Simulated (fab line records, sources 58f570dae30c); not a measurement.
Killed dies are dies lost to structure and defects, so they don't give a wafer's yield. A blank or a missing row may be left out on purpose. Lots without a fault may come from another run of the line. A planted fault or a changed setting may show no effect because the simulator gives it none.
Which tool did it? | flow berkeley_cmos170 | 15 lots, 45 wafers sampled, at 1 step of a route of 331

WHAT THE GAUGES READ, wafer by wafer
UCB170_SPACER_THK_MEAS_01. Usual: SPACER_TEOS_THK 377 nm, standard deviation 5.
lot  | measured     | on            | SPACER_TEOS_THK (nm) | flag
L886 | day 7 14:23  | film_metro-02 | 368 374 376          |
L887 | day 7 14:34  | film_metro-01 | 378 386 388          |
L888 | day 7 14:40  | film_metro-02 | 371 375 380          |
L889 | day 8 08:25  | film_metro-02 | 369 375 382          |
L890 | day 8 09:11  | film_metro-04 | 378 383 381          |
L891 | day 8 18:42  | film_metro-01 | 375 370 381          |
L893 | day 9 06:52  | film_metro-02 | 372 379 373          |
L894 | day 9 17:49  | film_metro-01 | 372 374 382          |
L897 | day 10 01:46 | film_metro-02 | 371 373 381          |
L900 | day 10 13:09 | film_metro-02 | 372 381 378          |
L899 | day 11 03:13 | film_metro-02 | 374 379 382          |
L903 | day 11 03:53 | film_metro-02 | 375 376 379          |
L901 | day 11 04:04 | film_metro-02 | 373 380 374          |
L907 | day 12 12:12 | film_metro-01 | 365 377 376          |
L905 | day 12 13:21 | film_metro-04 | 374 375 380          |

WHICH TOOL RAN EACH LOT (tool, then ch and the chambers of the sampled wafers, then the start)
The record holds no process step before these readings.

WHAT THE TOOLS THEMSELVES READ (means of the sampled wafers that have a number; where no wafer has one, the mark that the record gives instead)
The record holds no such reading with a usual standard deviation.

THE ANSWER, worked out from the rows above alone
Rule: a lot is off if the mean of its wafers that have a number lies more than 3 standard deviations from the usual mean. A lot without any number at a reading at which 4 lots or more have one is off too. The other lots that the step has rows for count as sound. The gauges are gone through in route order, then the tools' own readings, and for those a lot's mean is taken as printed above. The first step at which some lot is off is used, and at that step the reading that is off furthest; a lot without a number counts as furthest.
No lot is off at any reading shown: from this, nothing can be told.

WHAT THE SIMULATOR HAD PUT IN
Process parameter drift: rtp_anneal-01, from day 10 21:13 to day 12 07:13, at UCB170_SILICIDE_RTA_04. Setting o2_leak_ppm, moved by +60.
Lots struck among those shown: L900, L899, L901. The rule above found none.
